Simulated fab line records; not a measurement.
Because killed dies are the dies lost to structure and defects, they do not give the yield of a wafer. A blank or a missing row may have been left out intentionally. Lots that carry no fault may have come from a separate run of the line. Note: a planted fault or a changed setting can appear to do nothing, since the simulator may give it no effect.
Split-lot study + flow berkeley cmos170 + on a route of 331 steps: 5 lots, 23 wafers read

SPLIT DETAILS
At UCB170_WELLDRIVE_OXIDATION_01 (target thk 199 nm, ox time 9000 s), the setting temp c was moved away from the recipe's 1100 C on 15 of the 23 wafers read, by -2.3% to +1.0%. This setting was run at the recipe's value on the other wafers.

There is no step in the file separating the split from the reading.

THE READING
WELLDRIVE_OXIDE_THK at UCB170_WELLDRIVE_THK_MEAS_02, in nm. Typical for fault-free wafers on this fab line: 198 nm, with standard deviation 3.9 nm.

| wafer  | tool, chamber at the split | temp c as run, C | against the recipe | WELLDRIVE_OXIDE_THK, nm | against lot-mates on the recipe |
|--------|----------------------------|------------------|--------------------|-------------------------|---------------------------------|
| L080.1 | -, -                       | 1111             | +1.0%              | 214                     | no lot-mate on the recipe       |
| L080.2 | -, -                       | 1111             | +1.0%              | 212                     | no lot-mate on the recipe       |
| L080.4 | -, -                       | 1111             | +1.0%              | 212                     | no lot-mate on the recipe       |
| L080.5 | -, -                       | 1111             | +1.0%              | 215                     | no lot-mate on the recipe       |
| L080.6 | -, -                       | 1111             | +1.0%              | 210                     | no lot-mate on the recipe       |
| L081.1 | -, -                       | 1075             | -2.3%              | 168                     | no lot-mate on the recipe       |
| L081.2 | -, -                       | 1075             | -2.3%              | 166                     | no lot-mate on the recipe       |
| L081.3 | -, -                       | 1075             | -2.3%              | 166                     | no lot-mate on the recipe       |
| L081.4 | -, -                       | 1075             | -2.3%              | 164                     | no lot-mate on the recipe       |
| L081.6 | -, -                       | 1075             | -2.3%              | 166                     | no lot-mate on the recipe       |
| L082.2 | furnace-02, 0              | 1100             | recipe             | 189                     | -                               |
| L082.3 | furnace-02, 0              | 1100             | recipe             | 190                     | -                               |
| L082.6 | furnace-02, 0              | 1100             | recipe             | 189                     | -                               |
| L084.1 | -, -                       | 1075             | -2.3%              | 168                     | no lot-mate on the recipe       |
| L084.2 | -, -                       | 1075             | -2.3%              | 165                     | no lot-mate on the recipe       |
| L084.3 | -, -                       | 1075             | -2.3%              | 169                     | no lot-mate on the recipe       |
| L084.4 | -, -                       | 1075             | -2.3%              | 168                     | no lot-mate on the recipe       |
| L084.5 | -, -                       | 1075             | -2.3%              | 169                     | no lot-mate on the recipe       |
| L085.1 | -, -                       | 1100             | recipe             | 201                     | -                               |
| L085.2 | -, -                       | 1100             | recipe             | 196                     | -                               |
| L085.3 | -, -                       | 1100             | recipe             | 200                     | -                               |
| L085.4 | -, -                       | 1100             | recipe             | 196                     | -                               |
| L085.6 | -, -                       | 1100             | recipe             | 198                     | -                               |

FIT RESULTS
A straight line over all 23 wafers: WELLDRIVE_OXIDE_THK changes by +13.4 nm for each +1% of temp c; r = +0.98; the points scatter about the line by 3.6 nm.
Too few moved wafers have a lot-mate on the recipe to fit a line with each lot's own level taken away.

THE WHOLE CHAIN: every reading that the file lists as answering this split, in the file's order
| step                          | what it does                      | reading                                                                                | change (the file's fit)              | r (the file's) |
|-------------------------------|-----------------------------------|----------------------------------------------------------------------------------------|--------------------------------------|----------------|
| UCB170_WELLDRIVE_OXIDATION_01 | target thk 199 nm, ox time 9000 s | SiO2_of_WELLDRIVE_OXIDATION_01.thk nm (the simulator's own value, which no gauge read) | +13.4 nm for each +1% of the setting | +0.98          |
| UCB170_WELLDRIVE_THK_MEAS_02  |                                   | WELLDRIVE_OXIDE_THK                                                                    | +13.4 for each +1% of the setting    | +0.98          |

THE FILE'S OWN FIT
WELLDRIVE_OXIDE_THK changes by +13.4 nm for each +1% of temp c, r = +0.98.
